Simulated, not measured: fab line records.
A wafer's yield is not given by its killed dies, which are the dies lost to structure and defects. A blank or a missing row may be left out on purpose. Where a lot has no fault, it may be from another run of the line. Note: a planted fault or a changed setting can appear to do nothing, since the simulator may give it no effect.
Code-filled problem report in 8D (eight disciplines) form / flow berkeleyCmos170 / the parts of the form that need people (team, actions taken, sign-off) are left out

## 1. WHAT IS WRONG
Wafers free of any fault read 7 nm (standard deviation 5.6) for NWELL_OVL at UCB170_NWELL_OVL_MEAS_12, against a mean of 381 nm on 12 wafers of 4 lots. Relative to the usual mean, that is a shift of +67 standard deviations.
Seen first at day 3 17:38 on overlay-01, wafer L231.1. The record holds 45 wafers of 15 lots with a number at this step. By rule, "out" or "out of limits" means more than 4 standard deviations away from the usual mean. Any other wafer with a number is counted as sound.

## 2. WHAT THIS IS AND IS NOT
question=which readings at this step | is=NWELL_OVL | is not=-
question=which lots | is=L231, L235, L236, L239 | is not=L226, L227, L228, L229, L230, L240, L242, L243, L244, L245, L248
question=which wafers of those lots | is=all that have a number | is not=-
question=read on which gauges | is=overlay-01, overlay-02 | is not=-
question=when | is=from day 3 17:38 | is not=up to then (15 sound wafers); but 18 sound wafers of L240, L242, L243, L244, L245, L248 came after

## 3. THE SUSPECTS, EACH WITH WHAT RULES IT OUT
Counting: any tool at a process step up to the reading is kept as a suspect provided that every lot that is out went through it and no sound lot did after the first of them.
- the gauge at UCB170_NWELL_OVL_MEAS_12 is ruled out. The wafers that are out were read on 2 gauges (overlay-01, overlay-02).
- krfScanner-01 at UCB170_NWELL_EXPOSE_09 (exposes mask NWELL, target cd 3000 nm): kept. It processed each lot that is out, first L231 at day 3 17:14, and no sound lot thereafter; up to then, the last sound lot it processed was L230 at day 3 07:55.
Remaining after the count: krfScanner-01 at UCB170_NWELL_EXPOSE_09.

## 4. THE CAUSE (what the simulator had put in)
Scanner matching overlay: krfScanner-01, from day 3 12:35 on, at UCB170_NWELL_EXPOSE_09. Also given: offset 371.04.
The count eliminated every tool but this one.

## 5. THE CHAIN OF EFFECTS, in route order
Each row: a reading whose mean over the struck wafers that have a number lies more than 3 standard deviations from the usual. Only readings for which the record gives a usual standard deviation are gone through. hours: the time from each lot's start at the first step in this table that gives one to its start at this step, as a median over the lots. sigmas: the change in usual standard deviations.
hours=0; step=UCB170_NWELL_OVL_MEAS_12; reading=NWELL_OVL; usual=7 nm; on struck wafers=381; change=+374; sigmas=+67
At these later measuring or inspecting steps, every struck wafer for which the step has a row has a number for every such reading, and none has moved that far: UCB170_ACTIVE_CD_MEAS_90, UCB170_FIELD_THK_MEAS_90, UCB170_SCREENOX_THK_MEAS_02.

## 6. WHAT WOULD HAVE CAUGHT IT SOONER
In this record the first reading out of limits at a measuring or inspecting step was taken at day 3 17:38, 5 hours after the fault began at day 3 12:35.
Lots out: 4; of these, L235, L236, L239 started UCB170_NWELL_EXPOSE_09 on krfScanner-01 after day 3 17:38. A hold on the tool at that time would have spared those 3.
